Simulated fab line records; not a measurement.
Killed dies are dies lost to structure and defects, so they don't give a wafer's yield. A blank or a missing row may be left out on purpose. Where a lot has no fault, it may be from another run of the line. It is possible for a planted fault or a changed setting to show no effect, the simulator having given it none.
Which tool was responsible?    flow berkeley cmos170    14 lots with 42 wafers sampled at 6 steps, on a route of 331 steps

== WHAT THE GAUGES SHOWED, per wafer ==
UCB170_SDANNEAL_RS_MEAS_04: uses a four-point probe to measure. Usual: PLDD_RS typically reads 1030 ohm/sq, with standard deviation 3.5.
lot   measured      on             PLDD_RS (ohm/sq)  flag
L716  day 8 04:38   film metro-02  1028 1029 1027    
L715  day 8 02:27   film metro-04  1032 1035 1031    
L717  day 8 12:13   film metro-01  1030 1029 1029    
L719  day 8 20:07   film metro-04  1029 1032 1029    
L725  day 10 09:48  film metro-02  1064 1056 1057    OFF
L726  day 10 09:48  film metro-04  1065 1066 1068    OFF
L728  day 11 03:50  film metro-02  1029 1030 1029    
L732  day 11 14:40  film metro-04  1034 1036 1035    
L730  day 11 14:28  film metro-02  1032 1026 1028    
L731  day 11 14:22  film metro-01  1026 1024 1027    
L735  day 12 18:55  film metro-01  1031 1026 1027    
L734  day 12 18:56  film metro-02  1027 1025 1024    
L736  day 13 04:52  film metro-04  1037 1037 1033    
L737  day 13 05:10  film metro-02  1027 1030 1032    

UCB170_SDANNEAL_RS_MEAS_05: uses a four-point probe to measure. Usual: NLDD_RS typically reads 616.2 ohm/sq, with standard deviation 1.3.
lot   measured      on             NLDD_RS (ohm/sq)   flag
L716  day 8 04:45   film metro-02  615.6 614.3 615.8  
L715  day 8 02:34   film metro-04  615.3 614.6 616.4  
L717  day 8 12:20   film metro-01  614.7 615.8 615.6  
L719  day 8 20:14   film metro-04  614.4 613.6 613.7  
L725  day 10 09:55  film metro-02  621.4 620.1 620.1  OFF
L726  day 10 09:55  film metro-04  620.6 620.8 619.8  OFF
L728  day 11 03:58  film metro-02  618.3 615.4 617.0  
L732  day 11 14:47  film metro-04  615.7 617.3 614.0  
L730  day 11 14:35  film metro-02  616.4 615.9 616.7  
L731  day 11 14:29  film metro-01  616.0 616.8 615.4  
L735  day 12 19:02  film metro-01  616.2 615.7 615.4  
L734  day 12 19:04  film metro-02  615.2 616.0 615.1  
L736  day 13 04:59  film metro-04  615.7 614.9 616.8  
L737  day 13 05:17  film metro-02  615.9 614.9 616.3  

UCB170_V1_THK_MEAS_01. Usual: V1_TEOS_THK typically reads 2006 nm, with standard deviation 27.
lot   measured      on             V1_TEOS_THK (nm)  flag
L716  day 8 13:49   film metro-03  1970 1975 2009    
L715  day 8 12:28   film metro-04  1995 1991 2030    
L717  day 8 21:43   film metro-03  2005 1990 2013    
L719  day 9 07:31   film metro-03  2008 1957 2009    
L725  day 10 19:39  film metro-03  2002 2003 2011    
L726  day 10 18:19  film metro-03  1960 1998 2022    
L728  day 11 14:59  film metro-01  2013 2010 2020    
L732  day 12 02:19  film metro-03  2026 2024 2029    
L730  day 12 00:58  film metro-03  2009 2046 2075    
L731  day 11 23:39  film metro-04  2007 2042 2026    
L735  day 13 05:16  film metro-01  1981 1987 1988    
L734  day 13 03:37  film metro-04  1991 2004 2037    
L736  day 13 16:20  film metro-04  1986 2018 2041    
L737  day 13 17:39  film metro-01  2065 1958 2012    

UCB170_V1_OVL_MEAS_13. Usual: V1_OVL typically reads 2 nm, with standard deviation 5.2.
lot   measured      on          V1_OVL (nm)  flag
L716  day 8 15:49   overlay-01  2 0 -1       
L715  day 8 14:22   overlay-02  11 2 6       
L717  day 8 23:31   overlay-02  4 1 2        
L719  day 9 09:26   overlay-02  3 -4 -5      
L725  day 10 21:52  overlay-01  -5 2 1       
L726  day 10 21:45  overlay-02  0 5 8        
L728  day 11 16:47  overlay-01  -10 -5 -2    
L732  day 12 04:14  overlay-01  14 16 14     
L730  day 12 04:29  overlay-02  -3 -3 0      
L731  day 12 04:00  overlay-02  -2 -10 -3    
L735  day 13 09:13  overlay-02  6 -1 4       
L734  day 13 08:49  overlay-02  -2 0 4       
L736  day 13 21:05  overlay-02  6 0 6        
L737  day 13 21:39  overlay-01  -3 1 5       

== EACH LOT AND THE TOOL THAT RAN IT (in order: tool; ch and the chambers of the sampled wafers; start) ==
lot   UCB170_PLDD_STRIP_10                  UCB170_SPACER_ANNEAL_02
L716  plasma asher-04 ch 0,1, day 7 13:06   furnace-02 ch 0, day 7 19:45
L715  plasma asher-02 ch 0,1, day 7 13:21   furnace-02 ch 0, day 7 19:45
L717  plasma asher-02 ch 0,1, day 7 22:07   furnace-04 ch 0, day 8 05:28
L719  plasma asher-04 ch 0,1, day 8 05:34   furnace-02 ch 0, day 8 14:10
L725  plasma asher-04 ch 0,1, day 9 17:58   furnace-04 ch 0, day 10 02:11
L726  plasma asher-01 ch 0,1, day 9 18:14   furnace-04 ch 0, day 10 02:11
L728  plasma asher-01 ch 0,1, day 10 11:04  furnace-02 ch 0, day 10 19:01
L732  plasma asher-04 ch 0,1, day 10 23:57  furnace-02 ch 0, day 11 07:42
L730  plasma asher-01 ch 0,1, day 11 00:21  furnace-02 ch 0, day 11 07:42
L731  plasma asher-02 ch 0, day 11 00:29    furnace-02 ch 0, day 11 07:42
L735  plasma asher-01 ch 0,1, day 12 00:36  furnace-02 ch 0, day 12 12:32
L734  plasma asher-04 ch 0,1, day 12 00:49  furnace-02 ch 0, day 12 12:32
L736  plasma asher-02 ch 0,1, day 12 14:13  furnace-04 ch 0, day 12 21:10
L737  plasma asher-01 ch 0,1, day 12 14:27  furnace-04 ch 0, day 12 21:10
- UCB170_PLDD_STRIP_10: strips in O2.
- UCB170_SPACER_ANNEAL_02: time 1800 s.

== AS READ BY THE TOOLS THEMSELVES (means over the sampled wafers that have a number; for cases with no such wafer, the mark the record gives instead) ==
UCB170_PLDD_STRIP_10. Usual: drypump motor current A 5.7 A, standard deviation 0.31; oes product au 0.734 a.u., standard deviation 0.0044; strip time to endpoint s 21.62 s, standard deviation 0.061.
lot   tool             drypump motor current A (A)  oes product au (a.u.)  strip time to endpoint s (s)  flag
L716  plasma asher-04  5.6                          0.736                  21.57                         
L715  plasma asher-02  5.6                          0.735                  21.64                         
L717  plasma asher-02  5.5                          0.730                  21.73                         
L719  plasma asher-04  5.6                          0.733                  21.61                         
L725  plasma asher-04  5.8                          0.732                  21.60                         
L726  plasma asher-01  5.9                          0.737                  21.63                         
L728  plasma asher-01  5.6                          0.732                  21.71                         
L732  plasma asher-04  5.6                          0.731                  21.60                         
L730  plasma asher-01  5.9                          0.734                  21.57                         
L731  plasma asher-02  5.9                          0.735                  21.56                         
L735  plasma asher-01  5.9                          0.736                  21.60                         
L734  plasma asher-04  5.6                          0.732                  21.66                         
L736  plasma asher-02  5.7                          0.735                  21.57                         
L737  plasma asher-01  5.9                          0.738                  21.66                         

== THE ANSWER, worked out from the rows above alone ==
Rule: a lot is off if the mean of its wafers that have a number lies more than 3 standard deviations from the usual mean. A lot without any number at a reading at which 4 lots or more have one is off too. All remaining lots with rows at the step are treated as sound. After the gauges, taken in route order, come the tools' own readings; for these a lot's mean is taken, as printed above. The first step at which some lot is off is used, and at that step the reading that is off furthest; a lot without a number counts as furthest.
Off: L725, L726, seen at UCB170_SDANNEAL_RS_MEAS_04 (PLDD_RS).
A tool fits if, at a process step before that reading, it ran every lot that is off, and no sound lot after the first of them. Those tools and the gauges at UCB170_SDANNEAL_RS_MEAS_04 are tried in the same way. Not one of the candidates tried fits.

== WHAT THE SIMULATOR HAD PUT IN ==
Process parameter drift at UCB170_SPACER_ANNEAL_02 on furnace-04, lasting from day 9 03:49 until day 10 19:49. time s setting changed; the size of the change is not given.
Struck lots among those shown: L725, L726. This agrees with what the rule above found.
